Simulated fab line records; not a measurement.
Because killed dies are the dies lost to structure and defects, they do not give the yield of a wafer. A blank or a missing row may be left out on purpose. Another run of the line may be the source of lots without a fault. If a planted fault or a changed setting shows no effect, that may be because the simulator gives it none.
Check of tool commonality ; flow berkeley cmos170 ; 14 lots and 48 wafers in the sample

REASON IT WAS OPENED
Flagged at UCB170_NLDD_CD_MEAS_06: reading cd nm, on 2 of 14 lots. No-fault wafers: 1200.7 nm, standard deviation 1.6.
Rule: a lot is flagged when every wafer of it that has a number lies more than 4 standard deviations from that mean, or none has a number. All remaining lots are regarded as sound.

lot;measured;on;cd nm (nm), wafer by wafer;flag
L209;day 6 01:11;cd sem-02;1199.9 1201.0 1200.2;
L210;day 6 01:44;cd sem-01;1202.2 1203.0 1202.3;
L213;day 6 20:41;cd sem-02;1201.0 1201.3 1200.7;
L215;day 7 03:07;cd sem-02;1195.8 1196.2 1198.7;
L214;day 7 03:11;cd sem-02;1201.2 1201.0 1199.7;
L212;day 7 03:20;cd sem-02;1200.5 1200.4 1199.8;
L220;day 8 04:55;cd sem-02;1221.6 1219.9 1221.7 1221.6 1220.6 1221.4;FLAGGED
L224;day 9 02:50;cd sem-02;1201.0 1201.8 1201.7;
L226;day 9 06:21;cd sem-02;1200.7 1200.2 1200.6;
L222;day 9 07:07;cd sem-01;1214.9 1215.0 1215.8 1215.2 1215.2 1215.6;FLAGGED
L223;day 9 07:22;cd sem-01;1200.9 1201.5 1202.1;
L228;day 9 20:19;cd sem-02;1202.8 1203.2 1203.3;
L229;day 10 05:33;cd sem-02;1199.8 1201.3 1203.2;
L232;day 10 21:11;cd sem-02;1199.1 1200.2 1199.1;
The mean of the flagged lots' numbers is 1218.2 nm, +17.5 nm from the usual (+11 standard deviations).

TOOL THAT RAN EACH LOT
2 process steps preceding the reading are held in the record, out of 331 steps in the route. Each cell gives the tool, then ch followed by the chambers the sampled wafers passed through, then the start.
lot;flag;UCB170_PFIELD_STRIP_08;UCB170_NLDD_SOFTBAKE_02
L209;;plasma asher-04 ch 0,1, day 4 08:22;litho track-02 ch 0, day 6 00:19
L210;;plasma asher-04 ch 0,1, day 4 08:49;litho track-03 ch 0, day 6 01:08
L213;;plasma asher-04 ch 0,1, day 5 00:21;litho track-01 ch 0, day 6 20:07
L215;;plasma asher-01 ch 0,1, day 5 08:14;litho track-01 ch 0, day 7 01:42
L214;;plasma asher-04 ch 0,1, day 5 08:29;litho track-03 ch 0, day 7 01:43
L212;;plasma asher-01 ch 0,1, day 5 07:47;litho track-02 ch 0, day 7 01:50
L220;FLAGGED;plasma asher-01 ch 0, day 6 05:57;litho track-01 ch 0, day 8 03:47
L224;;plasma asher-04 ch 0,1, day 7 02:28;litho track-02 ch 0, day 9 02:11
L226;;plasma asher-02 ch 0,1, day 7 07:31;litho track-02 ch 0, day 9 05:29
L222;FLAGGED;plasma asher-04 ch 0,1, day 7 08:08;litho track-01 ch 0, day 9 05:41
L223;;plasma asher-04 ch 0,1, day 7 07:47;litho track-02 ch 0, day 9 05:57
L228;;plasma asher-04 ch 0,1, day 7 23:20;litho track-02 ch 0, day 9 19:40
L229;;plasma asher-01 ch 0,1, day 8 07:05;litho track-02 ch 0, day 10 04:53
L232;;plasma asher-04 ch 0,1, day 9 03:32;litho track-03 ch 0, day 10 20:29
What these steps do:
- UCB170_PFIELD_STRIP_08: strips in O2.
- UCB170_NLDD_SOFTBAKE_02: time 60 s.
- UCB170_NLDD_CD_MEAS_06: target cd 1200 nm.

FLAGGED AGAINST TOTAL, ONE TOOL AT A TIME (gauges that did the reading follow at the end)
step;tool;lots run;flagged;share of the flagged lots;sound lots run after its first flagged lot
UCB170_PFIELD_STRIP_08;plasma asher-01;4;1;some;1 (L229)
UCB170_PFIELD_STRIP_08;plasma asher-02;1;0;none;-
UCB170_PFIELD_STRIP_08;plasma asher-04;9;1;some;2 (L228,L232)
UCB170_NLDD_SOFTBAKE_02;litho track-01;4;2;all;0
UCB170_NLDD_SOFTBAKE_02;litho track-02;7;0;none;-
UCB170_NLDD_SOFTBAKE_02;litho track-03;3;0;none;-
UCB170_NLDD_CD_MEAS_06;cd sem-01;3;1;some;1 (L223)
UCB170_NLDD_CD_MEAS_06;cd sem-02;11;1;some;5 (L224,L226,L228,L229,L232)

THE TABLE: WHAT IT ALLOWS
In the table, 1 row covers all flagged lots: litho track-01 at UCB170_NLDD_SOFTBAKE_02.
- litho track-01 at UCB170_NLDD_SOFTBAKE_02: 2 of its 4 lots flagged. A fault beginning between L215 (day 7 01:42), its last sound lot, and L220 (day 8 03:47), its first flagged one, fits the data. Its own readings lie more than 4 standard deviations out on every wafer of the flagged lots: heater power total W, plate temp C.
Left over: one tool, litho track-01 at UCB170_NLDD_SOFTBAKE_02.

WHAT WAS PUT IN BY THE SIMULATOR
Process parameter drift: litho track-01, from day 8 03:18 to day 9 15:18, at UCB170_NLDD_SOFTBAKE_02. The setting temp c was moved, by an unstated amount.
Struck lots among those shown: L220, L222. The rule above found the same.
